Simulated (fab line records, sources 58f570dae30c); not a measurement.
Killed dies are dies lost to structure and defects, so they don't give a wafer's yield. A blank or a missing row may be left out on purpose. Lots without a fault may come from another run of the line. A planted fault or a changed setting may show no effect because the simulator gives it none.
Which tool did it? | flow berkeley_cmos170 | 14 lots, 42 wafers sampled, at 4 steps of a route of 331

WHAT THE GAUGES READ, wafer by wafer
UCB170_NWELL_TW_MEAS_16.
lot  | measured    | on            | NWELL_TW
L531 | day 2 09:13 | film_metro-04 | 1235 1231 1241
L532 | day 2 17:41 | film_metro-03 | 1237 1238 1243
L533 | day 3 02:42 | film_metro-01 | 1240 1239 1246
L535 | day 3 14:06 | film_metro-01 | 1244 1245 1243
L537 | day 3 18:24 | film_metro-04 | 1223 1228 1232
L536 | day 3 18:41 | film_metro-03 | 1249 1242 1249
L538 | day 4 03:43 | film_metro-04 | 1234 1225 1233
L541 | day 4 11:47 | film_metro-04 | 1231 1228 1237
L543 | day 4 18:54 | film_metro-04 | 1232 1231 1233
L544 | day 5 04:46 | film_metro-03 | 1238 1238 1233
L549 | day 6 06:07 | film_metro-01 | 1246 1244 1249
L548 | day 6 06:23 | film_metro-04 | 1247 1248 1243
L550 | day 6 16:40 | film_metro-03 | 1232 1226 1231
L554 | day 7 13:17 | film_metro-04 | 1242 1240 1240

UCB170_V2_BOW_MEAS_03.
lot  | measured     | on            | V2_BOW (um)
L531 | day 8 16:21  | film_metro-04 | 37 36 39
L532 | day 9 08:56  | film_metro-03 | 40 35 42
L533 | day 9 11:47  | film_metro-03 | 24 42 48
L535 | day 9 14:14  | film_metro-02 | 30 41 33
L537 | day 10 14:13 | film_metro-04 | 41 35 29
L536 | day 10 16:35 | film_metro-03 | 27 38 30
L538 | day 10 18:25 | film_metro-04 | 34 29 45
L541 | day 11 03:44 | film_metro-03 | 27 42 45
L543 | day 11 13:26 | film_metro-02 | 26 36 32
L544 | day 12 05:24 | film_metro-02 | 40 33 43
L549 | day 13 02:24 | film_metro-04 | 42 40 35
L548 | day 13 08:23 | film_metro-02 | 36 41 37
L550 | day 13 17:20 | film_metro-04 | 26 33 20
L554 | day 14 12:53 | film_metro-04 | 30 47 40

WHICH TOOL RAN EACH LOT (tool, then ch and the chambers of the sampled wafers, then the start)
lot  | UCB170_ACTIVE_SOFTBAKE_09         | UCB170_SDANNEAL_RTA_00
L531 | litho_track-01 ch 0, day 4 13:42  | rtp_anneal-01 ch 0, day 8 00:30
L532 | litho_track-02 ch 0, day 4 20:24  | rtp_anneal-02 ch 0, day 8 18:10
L533 | litho_track-01 ch 0, day 5 01:53  | rtp_anneal-01 ch 0, day 8 18:30
L535 | litho_track-04 ch 0, day 5 16:05  | rtp_anneal-01 ch 0, day 8 18:59
L537 | litho_track-04 ch 0, day 6 00:58  | rtp_anneal-01 ch 0, day 9 23:31
L536 | litho_track-01 ch 0, day 6 00:07  | rtp_anneal-02 ch 0, day 10 00:05
L538 | litho_track-01 ch 0, day 6 00:32  | rtp_anneal-01 ch 0, day 9 23:57
L541 | litho_track-01 ch 0, day 6 17:20  | rtp_anneal-02 ch 0, day 10 10:38
L543 | litho_track-01 ch 0, day 7 02:17  | rtp_anneal-01 ch 0, day 10 22:33
L544 | litho_track-01 ch 0, day 7 17:06  | rtp_anneal-01 ch 0, day 11 11:26
L549 | litho_track-04 ch 0, day 8 23:50  | rtp_anneal-02 ch 0, day 12 11:17
L548 | litho_track-02 ch 0, day 8 23:48  | rtp_anneal-01 ch 0, day 12 11:46
L550 | litho_track-04 ch 0, day 9 13:23  | rtp_anneal-01 ch 0, day 12 23:52
L554 | litho_track-02 ch 0, day 10 06:34 | rtp_anneal-01 ch 0, day 13 14:28
- UCB170_ACTIVE_SOFTBAKE_09: time 60 s.
- UCB170_SDANNEAL_RTA_00: time 10 s.

WHAT THE TOOLS THEMSELVES READ (means of the sampled wafers that have a number; where no wafer has one, the mark that the record gives instead)
UCB170_ACTIVE_SOFTBAKE_09.
lot  | tool           | run_length_s (s)
L531 | litho_track-01 | 89.38
L532 | litho_track-02 | 89.23
L533 | litho_track-01 | 89.44
L535 | litho_track-04 | 89.11
L537 | litho_track-04 | 89.19
L536 | litho_track-01 | 89.41
L538 | litho_track-01 | 89.46
L541 | litho_track-01 | 89.34
L543 | litho_track-01 | 110.07
L544 | litho_track-01 | 109.97
L549 | litho_track-04 | 89.26
L548 | litho_track-02 | 89.18
L550 | litho_track-04 | 89.14
L554 | litho_track-02 | 89.23

UCB170_SDANNEAL_RTA_00.
lot  | tool          | anneal_temp_c_max | lamp_power_pct (%) | wafer_temp_C_max
L531 | rtp_anneal-01 | 904.7             | 17.5               | 903.2
L532 | rtp_anneal-02 | 907.2             | 18.2               | 905.7
L533 | rtp_anneal-01 | 903.8             | 17.5               | 903.5
L535 | rtp_anneal-01 | 905.0             | 17.5               | 903.9
L537 | rtp_anneal-01 | 905.3             | 17.5               | 903.2
L536 | rtp_anneal-02 | 905.4             | 18.2               | 905.1
L538 | rtp_anneal-01 | 904.1             | 17.5               | 903.5
L541 | rtp_anneal-02 | 904.8             | 18.2               | 905.7
L543 | rtp_anneal-01 | 904.3             | 17.5               | 902.6
L544 | rtp_anneal-01 | 904.6             | 17.5               | 902.4
L549 | rtp_anneal-02 | 905.5             | 18.2               | 904.7
L548 | rtp_anneal-01 | 903.9             | 17.5               | 903.2
L550 | rtp_anneal-01 | 903.7             | 17.5               | 903.7
L554 | rtp_anneal-01 | 904.0             | 17.5               | 903.3

THE ANSWER, worked out from the rows above alone
Rule: what is usual is taken from the lots themselves. Put in order of their means at a reading, lots are off if they are a third of the lots or fewer, leave a main group of 4 or more, and stand apart from it by a gap of 3 or more times the standard deviation of the main group's means; of several such gaps the widest counts. A main group whose means are all the same, to the digits that the tables above print for the reading, isn't used. A lot without any number at a reading at which 4 lots or more have one is off too. The other lots that the step has rows for count as sound. The gauges are gone through in route order, then the tools' own readings, and for those a lot's mean is taken as printed above. The first step at which some lot is off is used, and at that step the reading that is off furthest; a lot without a number counts as furthest.
Off: L543, L544, at UCB170_ACTIVE_SOFTBAKE_09 (run_length_s). The main group: mean 89.28 s, standard deviation 0.12.
A tool fits if, at that step or a process step before it, it ran every lot that is off, and no sound lot after the first of them. One fits: litho_track-01 at UCB170_ACTIVE_SOFTBAKE_09. Its last sound lot is L541 (day 6 17:20), its first lot that is off L543 (day 7 02:17): a fault that began between those two fits.
The tool's own readings at UCB170_ACTIVE_SOFTBAKE_09 bear it out: on the lots that are off they differ by more than 5 times the standard deviation of the sound lots' means. run_length_s reads 110.02 s there against 89.28 s on the sound lots.

WHAT THE SIMULATOR HAD PUT IN
Process parameter drift: litho_track-01, from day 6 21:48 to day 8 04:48, at UCB170_ACTIVE_SOFTBAKE_09. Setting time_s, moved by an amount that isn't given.
Lots struck among those shown: L543, L544. The rule above found the same.
